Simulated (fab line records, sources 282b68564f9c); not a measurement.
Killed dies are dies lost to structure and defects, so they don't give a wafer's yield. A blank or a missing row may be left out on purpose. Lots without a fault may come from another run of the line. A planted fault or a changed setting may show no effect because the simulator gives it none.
Split-lot experiment | flow rit_cmos | 5 lots, 23 wafers read, on a route of 202 steps

THE SPLIT
At RIT_ACTIVE_OXIDATION_01 (target thk 46.8 nm, ox time 3360 s), the setting ox_time_s was moved away from the recipe's 3360 s on 20 of the 23 wafers read, by -10.0% to +13.0%. The other wafers ran this setting at the recipe's value.

The file shows no step between the split and the reading.

THE READING
ACTIVE_OXIDE_THK, in nm, at RIT_ACTIVE_THK_MEAS_02. Fault-free wafers of this fab line usually give 47.2 nm, standard deviation 1 nm.

wafer  | tool, chamber at the split | ox_time_s as run, s | against the recipe | ACTIVE_OXIDE_THK, nm | against lot-mates on the recipe
L077.1 | -, -                       | 3152                | -6.2%              | 46.9                 | no lot-mate on the recipe
L077.2 | -, -                       | 3152                | -6.2%              | 46.2                 | no lot-mate on the recipe
L077.3 | -, -                       | 3152                | -6.2%              | 45.7                 | no lot-mate on the recipe
L077.5 | -, -                       | 3152                | -6.2%              | 46.0                 | no lot-mate on the recipe
L077.6 | -, -                       | 3152                | -6.2%              | 45.5                 | no lot-mate on the recipe
L079.1 | furnace-03, 0              | 3360                | recipe             | 46.6                 | -
L079.3 | furnace-03, 0              | 3360                | recipe             | 47.4                 | -
L079.4 | furnace-03, 0              | 3360                | recipe             | 46.8                 | -
L081.1 | -, -                       | 3073                | -8.5%              | 44.9                 | no lot-mate on the recipe
L081.2 | -, -                       | 3073                | -8.5%              | 45.3                 | no lot-mate on the recipe
L081.3 | -, -                       | 3073                | -8.5%              | 45.4                 | no lot-mate on the recipe
L081.5 | -, -                       | 3073                | -8.5%              | 45.6                 | no lot-mate on the recipe
L081.6 | -, -                       | 3073                | -8.5%              | 45.0                 | no lot-mate on the recipe
L082.1 | -, -                       | 3798                | +13.0%             | 51.6                 | no lot-mate on the recipe
L082.2 | -, -                       | 3798                | +13.0%             | 52.0                 | no lot-mate on the recipe
L082.3 | -, -                       | 3798                | +13.0%             | 51.0                 | no lot-mate on the recipe
L082.4 | -, -                       | 3798                | +13.0%             | 51.3                 | no lot-mate on the recipe
L082.5 | -, -                       | 3798                | +13.0%             | 51.9                 | no lot-mate on the recipe
L085.1 | -, -                       | 3023                | -10.0%             | 44.7                 | no lot-mate on the recipe
L085.2 | -, -                       | 3023                | -10.0%             | 43.9                 | no lot-mate on the recipe
L085.3 | -, -                       | 3023                | -10.0%             | 44.2                 | no lot-mate on the recipe
L085.4 | -, -                       | 3023                | -10.0%             | 44.3                 | no lot-mate on the recipe
L085.6 | -, -                       | 3023                | -10.0%             | 44.6                 | no lot-mate on the recipe

THE FIT
A straight line over all 23 wafers: ACTIVE_OXIDE_THK changes by +0.298 nm for each +1% of ox_time_s; r = +0.98; the points scatter about the line by 0.5 nm.
Too few moved wafers have a lot-mate on the recipe to fit a line with each lot's own level taken away.

THE WHOLE CHAIN: every reading that the file lists as answering this split, in the file's order
step                    | what it does                       | reading                                                                             | change (the file's fit)               | r (the file's)
RIT_ACTIVE_OXIDATION_01 | target thk 46.8 nm, ox time 3360 s | SiO2_of_ACTIVE_OXIDATION_01.thk_nm (the simulator's own value, which no gauge read) | +0.297 nm for each +1% of the setting | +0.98
RIT_ACTIVE_THK_MEAS_02  |                                    | ACTIVE_OXIDE_THK                                                                    | +0.298 for each +1% of the setting    | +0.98

THE FILE'S OWN FIT
ACTIVE_OXIDE_THK changes by +0.298 nm for each +1% of ox_time_s, r = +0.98.
